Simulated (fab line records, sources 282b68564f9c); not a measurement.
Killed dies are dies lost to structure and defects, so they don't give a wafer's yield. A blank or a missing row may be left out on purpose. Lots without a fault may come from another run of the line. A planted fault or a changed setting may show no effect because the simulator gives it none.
fab line records | flow rit_cmos
record lots=5 wafers=23
route steps=202 shown M1@184
start_h: hours from the record's first day to the start of the lot's first wafer shown | wait_h: hours since the lot's step before | " the same as in the row above | L1.1+2: a row that stands for several wafers | - no value, or no start given | * or withheld: withheld | < > ~ a bound
route shown NAME@n: a module of which the file shows steps, and the number in the route of the first | usual: mean/standard deviation of fault-free wafers | same: alike in all rows | chamber/n: place in a boat | sites: the reading at each site | _std_site: their standard deviation | _edge_site: outer sites' mean less inner sites' | radius_mm: how far each site lies from the wafer's centre | mask NAME#n: copy n | behind: the tool/chamber that last shaped the wafer | hold: why the lot was held/for how many hours/how that ended | device: the transistor (n, p or np) that didn't switch | end of line: the same wafers' tests at the end of the route | a step without rows: its recipe alone | killed: dies lost to structure and defects at the first sort, not the wafer's yield | map: a wafer's dies, x killed, . not, _ none there
set.NAME: the setting as run; set.NAME@STEP: as run at that earlier step | model.NAME: the simulator's own value behind a step, which no gauge read
lots whose settings were changed on purpose; a table a step, a row a wafer
## steps
# step RIT_M1_SPUTTER_00
# recipe material=Al target_thk_nm=400 power_w=2000 chamber_pressure_pa=0.4 gas=Ar time_s=500 substrate_temp_c=25
# columns lot.wafer tool chamber start_h wait_h set.power_w model.Al_of_M1_SPUTTER_00.thk_nm
L075.1 pvd_sputter-01 - 64.24 0.0 2070 414.9
L075.2 " - " " 2000 403.6
L075.3 " - " " 2070 412.1
L075.4 " - " " 2000 407.7
L075.5 " - " " 2070 407.6
L074.1 pvd_sputter-04 - 64.30 0.0 2000 390.6
L074.2 " - " " 1771 355
L074.3 " - " " 2000 413.3
L074.4 " - " " 1771 349.5
L074.5 " - " " 2000 391.4
L077.1 pvd_sputter-04 - 78.66 0.0 2000 415.6
L077.2 " - " " 2000 400.5
L077.4 " - " " 2168 438.9
L077.5 " - " " 2168 448.7
L077.6 " - " " 2000 393.8
L078.1 pvd_sputter-02 - 83.92 0.0 2000 392.6
L078.2 " - " " 2000 386.7
L078.3 " - " " 2000 392.1
L078.4 " - " " 2000 390.8
L078.5 " - " " 2000 389.2
L085.4 pvd_sputter-04 - 111.35 0.0 2000 415.6
L085.5 " - " " 2000 407.1
L085.6 " - " " 2000 398
# step RIT_M1_RS_MEAS_01
# recipe thk_meas_gauge=four-point-probe reads=Al_of_M1_SPUTTER_00
# usual M1_AL_RS=0.0735/0.0013
# columns lot.wafer tool chamber start_h wait_h set.power_w@M1_SPUTTER_00 M1_AL_RS[ohm/sq]
L075.1 film_metro-04 - 64.54 0.1 2070 0.0705
L075.2 " - " " 2000 0.0726
L075.3 " - " " 2070 0.0709
L075.4 " - " " 2000 0.0719
L075.5 " - " " 2070 0.0719
L074.1 film_metro-02 - 64.59 0.1 2000 0.0751
L074.2 " - " " 1771 0.0827
L074.3 " - " " 2000 0.0709
L074.4 " - " " 1771 0.0842
L074.5 " - " " 2000 0.0749
L077.1 film_metro-01 - 78.96 0.1 2000 0.0702
L077.2 " - " " 2000 0.0730
L077.4 " - " " 2168 0.0665
L077.5 " - " " 2168 0.0651
L077.6 " - " " 2000 0.0744
L078.1 film_metro-01 - 84.21 0.1 2000 0.0746
L078.2 " - " " 2000 0.0758
L078.3 " - " " 2000 0.0746
L078.4 " - " " 2000 0.0748
L078.5 " - " " 2000 0.0753
L085.4 film_metro-01 - 111.70 0.2 2000 0.0705
L085.5 " - " " 2000 0.0719
L085.6 " - " " 2000 0.0737
# step RIT_M1_THK_MEAS_02
# recipe thk_meas_gauge=xrf reads=Al_of_M1_SPUTTER_00
# usual M1_AL_THK=395/7.3
# columns lot.wafer tool chamber start_h wait_h set.power_w@M1_SPUTTER_00 M1_AL_THK[nm]
L075.1 film_metro-04 - 64.66 0.1 2070 409
L075.2 " - " " 2000 400
L075.3 " - " " 2070 406
L075.4 " - " " 2000 402
L075.5 " - " " 2070 401
L074.1 film_metro-02 - 64.71 0.1 2000 388
L074.2 " - " " 1771 355
L074.3 " - " " 2000 413
L074.4 " - " " 1771 348
L074.5 " - " " 2000 390
L077.1 film_metro-01 - 79.08 0.1 2000 412
L077.2 " - " " 2000 399
L077.4 " - " " 2168 435
L077.5 " - " " 2168 443
L077.6 " - " " 2000 389
L078.1 film_metro-01 - 84.33 0.1 2000 389
L078.2 " - " " 2000 386
L078.3 " - " " 2000 389
L078.4 " - " " 2000 389
L078.5 " - " " 2000 386
L085.4 film_metro-01 - 111.79 0.1 2000 412
L085.5 " - " " 2000 400
L085.6 " - " " 2000 393
# step RIT_M1_DEVELOP_08
# recipe resist=NOVOLAK develop_time_s=68 dev_temp_c=23
# columns lot.wafer tool chamber start_h wait_h set.develop_time_s
L075.1+2+3 litho_track-03 0 - - 68
L075.4+5 " 0 " " 59.66
L074.1+2+5 litho_track-02 0 - - 68
L074.3+4 " 0 " " 61.14
L077.1+2+4+5+6 litho_track-03 0 - - 68
L078.1+2+4 litho_track-03 0 - - 65.02
L078.3+5 " 0 " " 68
L085.4+5+6 litho_track-03 0 - - 68
# step RIT_M1_CD_MEAS_09
# recipe target_cd_nm=2600
# usual cd_nm=2600.7/2.1
# columns lot.wafer tool chamber start_h wait_h set.develop_time_s@M1_DEVELOP_08 cd_nm
L075.1 cd_sem-01 - 65.60 - 68 2599.2
L075.2 " - " " 68 2597.8
L075.3 " - " " 68 2601.3
L075.4 " - " " 59.66 2611.1
L075.5 " - " " 59.66 2610.9
L074.1 cd_sem-01 - 65.86 - 68 2603.5
L074.2 " - " " 68 2602.9
L074.3 " - " " 61.14 2611.4
L074.4 " - " " 61.14 2614.3
L074.5 " - " " 68 2604.6
L077.1 cd_sem-01 - 80.02 - 68 2601.5
L077.2 " - " " 68 2602.0
L077.4 " - " " 68 2600.2
L077.5 " - " " 68 2602.2
L077.6 " - " " 68 2604.2
L078.1 cd_sem-01 - 85.27 - 65.02 2606.0
L078.2 " - " " 65.02 2603.4
L078.3 " - " " 68 2600.8
L078.4 " - " " 65.02 2603.4
L078.5 " - " " 68 2603.4
L085.4 cd_sem-01 - 112.76 - 68 2601.4
L085.5 " - " " 68 2599.0
L085.6 " - " " 68 2600.6
# step RIT_M1_HARDBAKE_11
# recipe resist=NOVOLAK temp_c=140 time_s=120
# step RIT_M1_METAL_ETCH_12
# recipe stop_on=SiO2 chemistry=Cl2/BCl3 target=Al time_s=165 over_etch_frac=0.5 pressure_mtorr=100 target_depth_a=6000 rf_w=250 Cl2_flow_sccm=60 bcl3_flow_sccm=50
# usual oes_product_au=0.778/0.014
# columns lot.wafer tool chamber start_h wait_h set.power_w@M1_SPUTTER_00 oes_product_au
L075.1 rie_metal-01 1 66.00 0.2 2070 0.803
L075.2 " 0 " " 2000 0.796
L075.3 " 0 " " 2070 0.811
L075.4 " 1 " " 2000 0.798
L075.5 " 1 " " 2070 0.799
L074.1 rie_metal-04 0 66.26 0.2 2000 0.769
L074.2 " 1 " " 1771 0.732
L074.3 " 1 " " 2000 0.793
L074.4 " 0 " " 1771 0.724
L074.5 " 0 " " 2000 0.768
L077.1 rie_metal-01 0 80.42 0.2 2000 0.809
L077.2 " 1 " " 2000 0.796
L077.4 " 0 " " 2168 0.831
L077.5 " 1 " " 2168 0.844
L077.6 " 0 " " 2000 0.791
L078.1 rie_metal-04 0 85.68 0.2 2000 0.761
L078.2 " 1 " " 2000 0.763
L078.3 " 1 " " 2000 0.775
L078.4 " 0 " " 2000 0.769
L078.5 " 0 " " 2000 0.775
L085.4 rie_metal-02 0 113.16 0.1 2000 0.782
L085.5 " 1 " " 2000 0.772
L085.6 " 0 " " 2000 0.753
## key
split step=RIT_M1_SPUTTER_00 setting=power_w stated=2000 by=wafer
response step=RIT_M1_SPUTTER_00 reading=model.Al_of_M1_SPUTTER_00.thk_nm change=+4.16 per=1% r=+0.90
response step=RIT_M1_RS_MEAS_01 reading=M1_AL_RS change=-0.000807 per=1% r=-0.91
response step=RIT_M1_THK_MEAS_02 reading=M1_AL_THK change=+4.04 per=1% r=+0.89
response step=RIT_M1_METAL_ETCH_12 reading=oes_product_au change=+0.00427 per=1% r=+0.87
split step=RIT_M1_DEVELOP_08 setting=develop_time_s stated=68 by=wafer
response step=RIT_M1_CD_MEAS_09 reading=cd_nm change=-0.899 per=1% r=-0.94
